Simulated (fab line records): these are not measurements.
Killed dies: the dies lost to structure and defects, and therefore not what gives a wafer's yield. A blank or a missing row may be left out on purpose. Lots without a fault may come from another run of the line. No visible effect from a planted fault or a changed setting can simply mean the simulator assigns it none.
fab line records -- flow ritCmos
record: lots: 14, wafers: 42, lastDay: 6
route steps=202 shown M1@192
lots that met no fault: taken from a fault-free run of the same line
startH: the number of hours between the record's first day and the start of the first shown wafer of the lot -- waitH: hours elapsed since this lot's preceding step -- " as in the row above -- L1.1+2: a single row standing in for several wafers -- - no value present, or no start provided -- * or withheld: withheld -- < > ~ a bound
route shown NAME@n: a module of which the file shows steps, and the number in the route of the first -- usual: mean/standard deviation of fault-free wafers -- same: alike in all rows -- chamber/n: place in a boat -- sites: readings site by site -- _std_site: the standard deviation of these -- _edge_site: outer sites' mean less inner sites' -- radiusMm: for every site, how far away it sits from the centre of the wafer -- mask NAME#n: copy n -- behind: the most recent tool/chamber to have shaped the wafer -- hold: why the lot was held/for how many hours/how that ended -- device: the n, p or np transistor that did not switch -- end of line: the route-end tests of the same wafers -- step lacking rows: just its recipe -- killed: count of dies lost to structure and defects at first sort (not the wafer's yield) -- map: a wafer's dies, x killed, . not, _ none there
set.NAME: the setting that was run; set.NAME@STEP: the one run at that earlier step -- model.NAME: the simulator's own value behind a step, which no gauge read
one table for each step of the route and one row for each wafer, over a sample of lots
== steps ==
step: RIT_M1_DEVELOP_08
recipe: resist: NOVOLAK, developTimeS: 68, devTempC: 23
usual: chillPlateTempC: 22.98/0.099, developTimeS: 68/0, exhaustPa: 44.8/0.85
lot.wafer,tool,chamber,startH,waitH,chillPlateTempC,developTimeS,exhaustPa
L991.1,lithoTrack-04,0,58,-,22.95,68,44.2
L991.3,lithoTrack-04,0,58,-,22.81,68,44.5
L991.5,lithoTrack-04,0,58,-,22.96,68,43.0
L993.2,lithoTrack-01,0,69,-,22.90,68,44.6
L993.3,lithoTrack-01,0,69,-,22.86,68,45.0
L993.5,lithoTrack-01,0,69,-,22.94,68,45.7
L995.1,lithoTrack-01,0,74,-,22.83,68,45.3
L995.2,lithoTrack-01,0,74,-,22.97,68,45.1
L995.6,lithoTrack-01,0,74,-,22.95,68,46.8
L997.1,lithoTrack-01,0,85,-,22.94,68,44.5
L997.3,lithoTrack-01,0,86,-,23.02,68,45.1
L997.5,lithoTrack-01,0,86,-,22.94,68,44.8
L998.2,lithoTrack-04,0,90,-,23.01,68,45.8
L998.5,lithoTrack-04,0,90,-,23.13,68,45.3
L998.6,lithoTrack-04,0,90,-,22.99,68,44.7
L999.1,lithoTrack-01,0,96,-,23.11,68,44.4
L999.4,lithoTrack-01,0,96,-,23.13,68,46.4
L999.5,lithoTrack-01,0,96,-,23.09,68,45.0
L101.2,lithoTrack-04,0,103,-,22.92,68,45.7
L101.4,lithoTrack-04,0,103,-,22.93,68,45.3
L101.6,lithoTrack-04,0,104,-,23.15,68,44.1
L102.3,lithoTrack-03,0,112,-,23.00,68,45.1
L102.5,lithoTrack-03,0,112,-,22.83,68,44.1
L102.6,lithoTrack-03,0,112,-,22.86,68,44.4
L104.1,lithoTrack-01,0,120,-,22.90,68,44.6
L104.2,lithoTrack-01,0,120,-,22.95,68,45.5
L104.6,lithoTrack-01,0,120,-,22.94,68,44.8
L105.3,lithoTrack-04,0,126,-,22.89,68,44.6
L105.4,lithoTrack-04,0,126,-,23.05,68,44.0
L105.6,lithoTrack-04,0,126,-,22.83,68,43.7
L106.1,lithoTrack-04,-,129,-,-,-,-
L106.2,lithoTrack-04,-,129,-,-,-,-
L106.6,lithoTrack-04,-,129,-,-,-,-
L107.2,lithoTrack-03,-,133,-,-,-,-
L107.3,lithoTrack-03,-,133,-,-,-,-
L107.5,lithoTrack-03,-,133,-,-,-,-
L108.3,lithoTrack-03,0,138,-,23.01,68,44.2
L108.4,lithoTrack-03,0,138,-,22.97,68,43.7
L108.5,lithoTrack-03,0,138,-,23.05,68,43.3
L109.1,lithoTrack-03,0,149,-,23.00,68,44.1
L109.2,lithoTrack-03,0,149,-,22.88,68,45.2
L109.3,lithoTrack-03,0,149,-,23.02,68,44.1
== key ==
firstSign: step: RIT_M1_DEVELOP_08, reading: toolRecord, direction: missing
effect none on later readings
metAt RIT_M1_DEVELOP_08
struckLots L106,L107
laterRowsLeftOut L106.1,L106.2,L106.6,L107.2,L107.3,L107.5
sortLeftOut L106.1,L106.2,L106.6,L107.2,L107.3,L107.5
onsetBetween 126 129
fault: kind: skippedStepWhole, tool: lithoTrack-03,lithoTrack-04, chamber: -, onsetH: 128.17, steps: RIT_M1_DEVELOP_08, scope: struckLotsOnly
sortLeftOut: the simulated sort isn't trusted on such a fault, so these wafers' sort isn't shown, and their yield isn't known
laterRowsLeftOut: the simulator's readings of these wafers behind a module that went badly wrong aren't trusted and aren't shown, but for the sort
